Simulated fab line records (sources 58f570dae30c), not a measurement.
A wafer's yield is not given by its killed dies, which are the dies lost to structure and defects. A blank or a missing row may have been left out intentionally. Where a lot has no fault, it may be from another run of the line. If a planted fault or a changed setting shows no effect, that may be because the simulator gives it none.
Which tool was responsible?	flow berkeley-cmos170	14 lots, 42 wafers sampled, at 6 steps of a route of 331

== WHAT THE GAUGES READ, wafer by wafer ==
UCB170_NSD_CD_MEAS_06: target cd 1200 nm. Usual: 1200.1 nm for cd-nm, sd 1.6.
lot	measured	on	cd-nm (nm)	flag
L999	day 8 10:00	cd-sem-02	1201.1 1203.5 1200.1	
L998	day 8 10:23	cd-sem-01	1196.7 1199.7 1197.6	
L102	day 8 18:52	cd-sem-01	1200.2 1198.1 1199.2	
L101	day 8 19:14	cd-sem-01	1199.9 1199.8 1200.0	
L103	day 9 19:09	cd-sem-02	1200.5 1199.5 1199.9	
L111	day 10 14:11	cd-sem-02	1201.8 1200.4 1201.0	
L105	day 10 14:57	cd-sem-01	1198.8 1199.3 1200.2	
L112	day 10 15:22	cd-sem-02	1202.7 1203.8 1200.1	
L114	day 11 12:42	cd-sem-01	1202.3 1202.3 1201.9	
L113	day 11 13:00	cd-sem-01	1198.2 1198.5 1199.2	
L116	day 11 21:58	cd-sem-02	1199.7 1201.3 1199.9	
L117	day 12 04:56	cd-sem-01	1201.1 1200.5 1200.2	
L120	day 12 14:56	cd-sem-01	1197.5 1197.5 1197.1	
L118	day 12 15:38	cd-sem-02	1200.5 1200.8 1201.6	

UCB170_SILICIDE_THK_MEAS_03: measures by xrf. Usual: for SILICIDE_TI_THK the level is 29.5 nm and the standard deviation is 0.36.
lot	measured	on	SILICIDE_TI_THK (nm)	flag
L999	day 8 12:15	film-metro-04	29.9 30.1 29.6	
L998	day 8 12:35	film-metro-01	29.4 29.4 29.6	
L102	day 8 21:05	film-metro-01	30.0 29.7 29.9	
L101	day 8 21:28	film-metro-03	29.3 29.3 29.5	
L103	day 9 21:26	film-metro-03	29.1 29.1 29.2	
L111	day 10 16:30	film-metro-01	29.3 29.3 29.1	
L105	day 10 17:25	film-metro-01	29.0 29.0 29.1	
L112	day 10 18:29	film-metro-01	29.8 29.6 29.6	
L114	day 11 15:53	film-metro-04	29.5 30.1 30.1	
L113	day 11 15:52	film-metro-03	29.1 29.2 29.4	
L116	day 12 00:08	film-metro-01	29.9 29.7 29.2	
L117	day 12 07:07	film-metro-01	29.9 30.2 30.5	
L120	day 12 17:14	film-metro-01	30.3 30.1 29.9	
L118	day 12 17:48	film-metro-03	29.8 29.8 29.6	

UCB170_M1_RS_MEAS_01: a four-point-probe measurement. Usual: for M1_AL_RS the level is 0.0483 ohm/sq and the standard deviation is 0.0005.
lot	measured	on	M1_AL_RS (ohm/sq)	flag
L999	day 8 17:24	film-metro-02	0.0485 0.0480 0.0479	
L998	day 8 18:09	film-metro-03	0.0477 0.0478 0.0479	
L102	day 9 01:41	film-metro-04	0.0482 0.0481 0.0481	
L101	day 9 03:50	film-metro-03	- - -	OFF
L103	day 10 02:56	film-metro-03	- - -	OFF
L111	day 10 21:50	film-metro-04	0.0481 0.0478 0.0481	
L105	day 11 00:15	film-metro-03	0.0482 0.0484 0.0479	
L112	day 11 02:10	film-metro-04	0.0480 0.0484 0.0482	
L114	day 11 21:11	film-metro-02	0.0483 0.0487 0.0479	
L113	day 11 21:27	film-metro-04	0.0481 0.0484 0.0481	
L116	day 12 05:50	film-metro-02	0.0491 0.0488 0.0492	
L117	day 12 14:37	film-metro-04	0.0486 0.0481 0.0485	
L120	day 12 22:41	film-metro-04	0.0489 0.0489 0.0488	
L118	day 12 23:55	film-metro-03	0.0490 0.0491 0.0483	

UCB170_M1_THK_MEAS_02: measures by xrf. Usual: for M1_AL_THK the level is 597 nm and the standard deviation is 6.9.
lot	measured	on	M1_AL_THK (nm)	flag
L999	day 8 17:31	film-metro-02	591 601 601	
L998	day 8 18:16	film-metro-03	603 604 602	
L102	day 9 01:48	film-metro-04	594 600 601	
L101	day 9 03:56	film-metro-03	<0 <0 <0	OFF
L103	day 10 03:02	film-metro-03	<0 <0 <0	OFF
L111	day 10 21:57	film-metro-04	596 602 594	
L105	day 11 00:22	film-metro-03	601 598 602	
L112	day 11 02:17	film-metro-04	595 595 600	
L114	day 11 21:17	film-metro-02	598 593 605	
L113	day 11 21:34	film-metro-04	599 591 601	
L116	day 12 05:57	film-metro-02	590 592 587	
L117	day 12 14:43	film-metro-04	593 593 592	
L120	day 12 22:47	film-metro-04	592 589 588	
L118	day 13 00:00	film-metro-03	589 589 597	

== EACH LOT AND THE TOOL THAT RAN IT (in order: tool; ch and the chambers of the sampled wafers; start) ==
lot	UCB170_CONTACT_STRIP_06	UCB170_M1_SPUTTER_00
L999	plasma-asher-03 ch 0,1, day 8 14:52	pvd-sputter-01, day 8 17:13
L998	plasma-asher-03 ch 0,1, day 8 15:44	pvd-sputter-02, day 8 18:04
L102	plasma-asher-01 ch 0,1, day 8 23:43	pvd-sputter-03, day 9 01:37
L101	plasma-asher-03 ch 1, day 9 01:29	pvd-sputter-02, day 9 03:44
L103	plasma-asher-02 ch 0,1, day 10 00:05	pvd-sputter-02, day 10 02:50
L111	plasma-asher-02 ch 0,1, day 10 19:29	pvd-sputter-02, day 10 21:46
L105	plasma-asher-03 ch 0,1, day 10 21:19	pvd-sputter-02, day 11 00:10
L112	plasma-asher-02 ch 0, day 10 22:01	pvd-sputter-03, day 11 02:07
L114	plasma-asher-01 ch 0,1, day 11 18:46	pvd-sputter-03, day 11 21:04
L113	plasma-asher-02 ch 0,1, day 11 18:46	pvd-sputter-02, day 11 21:23
L116	plasma-asher-02 ch 0,1, day 12 03:38	pvd-sputter-03, day 12 05:45
L117	plasma-asher-01 ch 0,1, day 12 10:02	pvd-sputter-03, day 12 14:31
L120	plasma-asher-01 ch 0,1, day 12 19:52	pvd-sputter-02, day 12 22:36
L118	plasma-asher-01 ch 0,1, day 12 21:55	pvd-sputter-03, day 12 23:47
- UCB170_CONTACT_STRIP_06: strips in O2.
- UCB170_M1_SPUTTER_00: material Al, target thk 600 nm, time 80 s.

== WHAT THE TOOLS THEMSELVES READ (means of the sampled wafers that have a number; where no wafer has one, the mark that the record gives instead) ==
UCB170_CONTACT_STRIP_06. Usual: drypump-motor-current-A 5.8 A, standard deviation 0.52; oes-product-au 0.735 a.u., standard deviation 0.0041; strip-time-to-endpoint-s 21.97 s, standard deviation 0.054.
lot	tool	drypump-motor-current-A (A)	oes-product-au (a.u.)	strip-time-to-endpoint-s (s)	flag
L999	plasma-asher-03	5.6	0.739	21.95	
L998	plasma-asher-03	5.6	0.727	21.94	
L102	plasma-asher-01	6.0	0.732	22.00	
L101	plasma-asher-03	5.1	0.737	22.03	
L103	plasma-asher-02	6.0	0.735	21.94	
L111	plasma-asher-02	6.0	0.733	21.99	
L105	plasma-asher-03	5.6	0.734	21.94	
L112	plasma-asher-02	6.5	0.733	22.06	
L114	plasma-asher-01	6.0	0.735	21.96	
L113	plasma-asher-02	6.2	0.732	21.97	
L116	plasma-asher-02	6.2	0.735	21.93	
L117	plasma-asher-01	6.0	0.733	21.93	
L120	plasma-asher-01	5.7	0.736	21.96	
L118	plasma-asher-01	6.1	0.734	21.99	

UCB170_M1_SPUTTER_00. Usual: cathode-dc-power-W 6000.1 W, standard deviation 1.1; chamber-pressure-pa 0.5000 Pa, standard deviation 0.001; throttle-valve-pct 29.9 %, standard deviation 1.
lot	tool	cathode-dc-power-W (W)	chamber-pressure-pa (Pa)	throttle-valve-pct (%)	flag
L999	pvd-sputter-01	5999.6	0.5004	28.8	
L998	pvd-sputter-02	6000.5	0.5007	30.8	
L102	pvd-sputter-03	6000.9	0.4999	30.4	
L101	pvd-sputter-02	-	-	-	OFF
L103	pvd-sputter-02	-	-	-	OFF
L111	pvd-sputter-02	6000.8	0.4997	30.3	
L105	pvd-sputter-02	5998.8	0.4987	30.8	
L112	pvd-sputter-03	6000.2	0.5003	30.5	
L114	pvd-sputter-03	6000.8	0.5006	30.8	
L113	pvd-sputter-02	6000.6	0.5005	30.1	
L116	pvd-sputter-03	6000.0	0.4995	30.2	
L117	pvd-sputter-03	6000.4	0.5003	29.8	
L120	pvd-sputter-02	5998.8	0.5001	29.9	
L118	pvd-sputter-03	5999.2	0.4997	29.9	

== THE ANSWER, worked out from the rows above alone ==
Rule: a lot is off if the mean of its wafers that have a number lies more than 3 standard deviations from the usual mean. Also off: a lot with no number at a reading for which 4 or more lots have one. The other lots that the step has rows for count as sound. After the gauges, taken in route order, come the tools' own readings; for these a lot's mean is taken, as printed above. At the first step where some lot is off, the reading lying furthest off is the one used; lots without a number count as furthest.
Off: at UCB170_M1_RS_MEAS_01 (M1_AL_RS), L101, L103. Without a number there: L101, L103.
If a tool, at a process step before that reading, ran all the lots that are off and no sound lot after the first of them, it fits. Not tried: the gauges at UCB170_M1_RS_MEAS_01; whatever is off there is also off at UCB170_M1_SPUTTER_00, on other tools, and gauge error can't account for it. Not one of the candidates tried fits.

== WHAT THE SIMULATOR HAD INSERTED ==
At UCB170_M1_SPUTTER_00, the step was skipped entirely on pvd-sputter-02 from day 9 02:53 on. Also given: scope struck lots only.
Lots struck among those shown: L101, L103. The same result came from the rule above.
